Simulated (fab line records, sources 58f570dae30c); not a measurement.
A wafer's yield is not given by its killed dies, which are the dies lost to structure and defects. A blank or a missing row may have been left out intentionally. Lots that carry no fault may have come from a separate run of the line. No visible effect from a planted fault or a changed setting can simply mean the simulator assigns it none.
Problem report, 8D (eight disciplines) form, completed by code | flow berkeleyCmos170 | the parts of the form that need people (team, actions taken, sign-off) are left out

## 1. PROBLEM STATEMENT
Mean NWELL_NITRIDE_THK at UCB170_NWELL_THK_MEAS_05: 194.2 nm over 6 wafers in 2 lots; fault-free wafers: 225.2 nm, standard deviation 2.4. Relative to the usual mean, that is a shift of -13 standard deviations.
Earliest sighting: wafer L693.1 on filmMetro-01 at day 5 06:51. Wafers with a number at this step in the record: 42, from 14 lots. By rule, "out" or "out of limits" means more than 4 standard deviations away from the usual mean. The other wafers with a number count as sound.

## 2. WHAT IT IS, AND WHAT IT ISN'T
question                    | is                         | is not
which readings at this step | NWELL_NITRIDE_THK          | -
which lots                  | L693, L694                 | L679, L680, L681, L682, L684, L685, L687, L688, L689, L690, L691, L701
which wafers of those lots  | all that have a number     | -
read on which gauges        | filmMetro-01, filmMetro-04 | filmMetro-03
when                        | from day 5 06:51           | up to then (33 sound wafers); but 3 sound wafers of L701 came after

## 3. SUSPECTS, AND WHAT RULES EACH OUT
Counting: any tool at a process step up to the reading is kept as a suspect provided that every lot that is out went through it and no sound lot did after the first of them.
- ruled out: the gauge at UCB170_NWELL_THK_MEAS_05. Those wafers that are out were read across 2 gauges (filmMetro-01, filmMetro-04).
- lpcvd-01 at UCB170_NWELL_CVD_04 (deposits Si3N4 from SiH2Cl2/NH3, target thk 224 nm, time 3360 s): kept. It processed each lot that is out, first L693 at day 5 04:55, and no sound lot thereafter; up to then, the last sound lot it processed was L690 at day 4 21:01.
After counting, what remains is lpcvd-01 at UCB170_NWELL_CVD_04.

## 4. THE CAUSE (what the simulator had put in)
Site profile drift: lpcvd-01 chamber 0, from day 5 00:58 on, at UCB170_NWELL_CVD_04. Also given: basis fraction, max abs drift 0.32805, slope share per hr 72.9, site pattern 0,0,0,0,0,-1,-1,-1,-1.
Counting left only this tool.

## 5. SEQUENCE OF EFFECTS, ordered by route
Each row: a reading where the mean over the struck wafers with a number is more than 3 standard deviations away from the usual. Readings are gone through only where the record gives a usual standard deviation; hours: the median, over the lots, of the time from a lot's start at the first step in this table giving one to that lot's start at this step; sigmas: the change measured in usual standard deviations.
hours | step                     | reading           | usual      | on struck wafers | change | sigmas
0     | UCB170_NWELL_THK_MEAS_05 | NWELL_NITRIDE_THK | 225.2 nm   | 194.2            | -31.0  | -13
2     | UCB170_NWELL_ETCH_13     | oesProductAu      | 0.934 a.u. | 0.856            | -0.078 | -5.6
The process steps in it:
- UCB170_NWELL_ETCH_13: etches Si3N4 in CH3F/Ar/O2, stops on SiO2, target depth 246.4 nm, time 154 s.
Later steps that measure or inspect, where all struck wafers having a row at the step show a number for every such reading and not one has moved that far: UCB170_V1_OVL_MEAS_13.

## 6. HOW IT WOULD HAVE BEEN CAUGHT EARLIER
Counted from the fault's start at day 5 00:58, it took 6 hours until the first out-of-limits reading at a measuring or inspecting step in this record, taken at day 5 06:51.
An alarm limit of 4 standard deviations would not have fired on the tool readings at UCB170_NWELL_CVD_04 for which the record gives a usual standard deviation, since none of them was out on any struck wafer.
L694, from the lots that are out (2), started UCB170_NWELL_CVD_04 on lpcvd-01 later than day 5 06:51. It would have been spared by a hold on the tool at that moment.
